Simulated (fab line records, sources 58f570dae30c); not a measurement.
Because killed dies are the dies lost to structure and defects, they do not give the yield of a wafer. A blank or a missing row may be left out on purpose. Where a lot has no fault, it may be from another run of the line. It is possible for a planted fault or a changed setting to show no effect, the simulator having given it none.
Matching of chambers | flow berkeley cmos170 | UCB170_GATE_ETCH_15 on rie si-02 has 4 sister chambers
The step etches poly-Si in HBr/Cl2, stops on SiO2, time 56.3 s, target depth 278.2 nm. 7 wafers are shown with their chamber, then 8 later ones without.

WAFERS PAIRED WITH THEIR CHAMBERS
wafer  | chamber | throttle valve pct (%) | drypump motor current A (A)
L567.2 | 3       | 26.27                  | 5.76
L578.2 | 0       | 26.42                  | 5.53
L578.5 | 1       | 26.76                  | 5.69
L579.1 | 0       | 26.41                  | 5.53
L579.3 | 2       | 26.65                  | 5.84
L579.4 | 1       | 26.76                  | 5.68
L581.2 | 2       | 26.63                  | 5.85

WAFERS MISSING THEIR CHAMBER
wafer  | throttle valve pct (%) | drypump motor current A (A)
L581.4 | 26.41                  | 5.60
L581.5 | 26.41                  | 5.57
L583.1 | 26.63                  | 5.84
L583.2 | 26.09                  | 5.73
L583.3 | 26.42                  | 5.53
L584.1 | 26.08                  | 5.72
L584.4 | 26.76                  | 5.68
L584.5 | 26.76                  | 5.67

WHICH CHAMBER EACH ONE RAN IN
wafer  | from the rows above | in truth
L581.4 | 0                   | 0
L581.5 | 0                   | 0
L583.1 | 2                   | 2
L583.2 | 3                   | 3
L583.3 | 0                   | 0
L584.1 | 3                   | 3
L584.4 | 1                   | 1
L584.5 | 1                   | 1
Correctly placed: 8 of 8. From these rows, 0 cannot be placed. Number placed wrongly: 0.
How it was worked out, from the rows above alone: a wafer's distance from a chamber is the root of the sum, over the readings, of the square of ((its reading less the chamber's mean) divided by the reading's scatter). The wafer belongs to the nearest chamber; if the next one is less than 2 further off, it can't be placed. For every chamber, the mean is computed from those of its wafers that are shown. The scatter is the square root of a quotient: the sum, over the shown wafers, of each reading's squared deviation from its chamber's mean, divided by wafers minus chambers.
